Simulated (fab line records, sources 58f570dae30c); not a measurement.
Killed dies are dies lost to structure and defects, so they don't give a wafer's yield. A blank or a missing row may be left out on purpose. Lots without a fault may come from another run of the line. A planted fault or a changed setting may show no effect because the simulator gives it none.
One fault seen from 2 desks | flow berkeley_cmos170 | each desk has only its own numbers; what lay behind them comes last

THE METROLOGY DESK
What the gauges read, lot by lot, whatever tool the lot ran on: means of the sampled wafers that have a number. A lot is out of limits, marked OUT, if its mean lies more than 4 standard deviations from the usual mean; the brackets give that distance.
Columns: A = PVT_TW at UCB170_PVT_TW_MEAS_09, usual 508; B = FIELD_OXIDE_LEFT_2_THK at UCB170_FIELD_THK_MEAS_91, usual 349 nm; C = GATE_OXIDE_THK at UCB170_GATE_THK_MEAS_02, usual 6.57 nm; D = GATE_POLY_THK at UCB170_GATE_THK_MEAS_05, usual 213.9 nm; E = cd_nm at UCB170_GATE_CD_MEAS_12, usual 349.9 nm; F = GATE_OVL at UCB170_GATE_OVL_MEAS_13, usual 3 nm
lot  | first seen here | A   | B   | C    | D     | E     | F
L997 | day 7 05:59     | 509 | 346 | 6.74 | 211.1 | 347.8 | -1
L998 | day 7 06:31     | 508 | 349 | 6.61 | 216.2 | 348.2 | 7
L109 | day 9 07:16     | 505 | 355 | 6.61 | 214.0 | 351.5 | -1
L111 | day 9 07:28     | 507 | 347 | 6.62 | 216.8 | 352.5 | 3
L116 | day 10 15:35    | 511 | 360 | 6.64 | 214.5 | 348.3 | 4
L117 | day 11 08:26    | 504 | 348 | 6.48 | 210.8 | 346.9 | 1
This desk's finding: nothing out of limits on any of the 6 lots.

THE TOOL OWNER'S DESK: litho_track-04
The tool's own readings at UCB170_GATE_SOFTBAKE_08 (time 60 s): means of the sampled wafers that have a number, for each lot that ran on this tool. A lot is out of limits, marked OUT, if its mean lies more than 4 standard deviations from the usual mean; the brackets give that distance.
Columns: A = chill_plate_temp_C at UCB170_GATE_SOFTBAKE_08, usual 22.99 C; B = heater_power_total_W at UCB170_GATE_SOFTBAKE_08, usual 56.81 W; C = run_length_s at UCB170_GATE_SOFTBAKE_08, usual 89.22 s
lot  | first seen here | A     | B               | C
L998 | day 7 18:00     | 23.07 | 56.79           | 89.12
L109 | day 10 00:00    | 23.08 | 60.73 (+96) OUT | 76.05 (-73) OUT
L111 | day 10 01:00    | 23.05 | 60.74 (+96) OUT | 76.22 (-72) OUT
This desk's finding: out of limits on L109, L111; first on L109, day 10 00:00 (heater_power_total_W at UCB170_GATE_SOFTBAKE_08). In limits: L998.

PUT TOGETHER
The tool owner's desk could have raised an alarm at day 10 00:00, on L109, L111.
The metrology desk saw nothing out of limits.
The metrology desk has L109, L111 on record, within its limits.
Of the lots named, all ran UCB170_GATE_SOFTBAKE_08 on litho_track-04.

WHAT THE SIMULATOR HAD PUT IN
Process parameter drift: litho_track-04, from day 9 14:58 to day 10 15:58, at UCB170_GATE_SOFTBAKE_08. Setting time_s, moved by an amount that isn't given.
Lots struck among those shown: L109, L111.
Hours from the fault's start to each desk's first reading out of limits: the tool owner's desk, 9.
